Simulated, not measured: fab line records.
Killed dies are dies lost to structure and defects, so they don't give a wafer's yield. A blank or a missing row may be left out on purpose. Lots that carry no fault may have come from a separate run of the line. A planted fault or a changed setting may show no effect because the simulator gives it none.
Split-lot trial -- flow rit_cmos -- 23 wafers read across 5 lots, on a route 202 steps long

== ON THE SPLIT ==
At RIT_NWELL_COAT_01 (resist thk 1300 nm), the setting resist_thk_nm was moved away from the recipe's 1300 nm on 7 of the 23 wafers read, by -5.9% to +4.7%. This setting was run at the recipe's value on the other wafers.

Between the split and the reading, the file records no step.

== THE READING ==
NOVOLAK_of_NWELL_COAT_01.thk_nm (the simulator's own value, which no gauge read), in nm, at RIT_NWELL_HARDBAKE_07 (time 120 s). The file does not state a usual value for it. Average 1141 nm, standard deviation 4.7 nm, over the 16 wafers here run with the recipe.

wafer,"tool, chamber at the split","resist_thk_nm as run, nm",against the recipe,"NOVOLAK_of_NWELL_COAT_01.thk_nm, nm",against lot-mates on the recipe
L076.1,"litho_track-01, 0",1300,recipe,1136,-
L076.2,"litho_track-01, 0",1300,recipe,1139,-
L076.3,"litho_track-01, 0",1337,+2.8%,1169,+33
L076.4,"litho_track-01, 0",1337,+2.8%,1167,+31
L076.6,"litho_track-01, 0",1300,recipe,1132,-
L078.2,"litho_track-04, 0",1300,recipe,1141,-
L078.3,"litho_track-04, 0",1300,recipe,1143,-
L078.5,"litho_track-04, 0",1300,recipe,1143,-
L078.4,"litho_track-04, 0",1300,recipe,1146,-
L078.6,"litho_track-04, 0",1300,recipe,1148,-
L080.2,"litho_track-04, 0",1300,recipe,1143,-
L080.3,"litho_track-04, 0",1300,recipe,1140,-
L080.5,"litho_track-04, 0",1300,recipe,1139,-
L081.1,"litho_track-04, 0",1223,-5.9%,1080,-65
L081.3,"litho_track-04, 0",1223,-5.9%,1080,-65
L081.2,"litho_track-04, 0",1300,recipe,1148,-
L081.5,"litho_track-04, 0",1223,-5.9%,1071,-74
L081.6,"litho_track-04, 0",1300,recipe,1142,-
L084.1,"litho_track-02, 0",1300,recipe,1133,-
L084.2,"litho_track-02, 0",1300,recipe,1141,-
L084.3,"litho_track-02, 0",1361,+4.7%,1187,+51
L084.4,"litho_track-02, 0",1300,recipe,1135,-
L084.5,"litho_track-02, 0",1361,+4.7%,1193,+57

THE FIT
A straight line over all 23 wafers: NOVOLAK_of_NWELL_COAT_01.thk_nm changes by +10.6 nm for each +1% of resist_thk_nm; r = +0.99; the points scatter about the line by 4.6 nm.
The same after taking each lot's own level away (the mean of its wafers on the recipe; 23 wafers): +11.5 nm for each +1%; r = +1.00; scatter 3 nm.
That fit puts the effect of the largest move of resist_thk_nm on the reading at 68 nm.
Measured against the standard deviation above, the lots' own levels, which go from 1135.7 to 1145.0 nm, span 2.0 times it.
Hence the lot-to-lot level has little effect on the slope; both slopes agree.
Check: with one of the wafers moved furthest among these (-5.9%) left out of the fit, the line predicts -68.9 nm for it against its lot-mates. Against them it came out at -65 nm.

== OTHER SPLITS APPLIED TO THESE WAFERS ==
Other splits were also applied to these wafers ahead of the reading. Each is held against what the fit with the lots' levels taken away leaves over:
other split on the same wafers,wafers away from the commonest value,r with NOVOLAK_of_NWELL_COAT_01.thk_nm (lot level and that fit taken away)
RIT_ACTIVE_CVD_03 temp_c,18,-0.01
RIT_ACTIVE_COAT_06 spin_rpm,8,-0.12
RIT_ACTIVE_ETCH_13 time_s,8,+0.07
RIT_FOX2_CLEAN_02 time_s,18,-0.01

== THE WHOLE CHAIN: every reading that the file lists as answering this split, in the file's order ==
step,what it does,reading,change (the file's fit),r (the file's)
RIT_NWELL_COAT_01,resist thk 1300 nm,"NOVOLAK_of_NWELL_COAT_01.thk_nm (the simulator's own value, which no gauge read)",+13.3 nm for each +1% of the setting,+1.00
RIT_NWELL_HARDBAKE_07,time 120 s,"NOVOLAK_of_NWELL_COAT_01.thk_nm (the simulator's own value, which no gauge read)",+11.4 nm for each +1% of the setting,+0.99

== FILE'S OWN FIT ==
NOVOLAK_of_NWELL_COAT_01.thk_nm changes by +11.4 nm for each +1% of resist_thk_nm, r = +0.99.
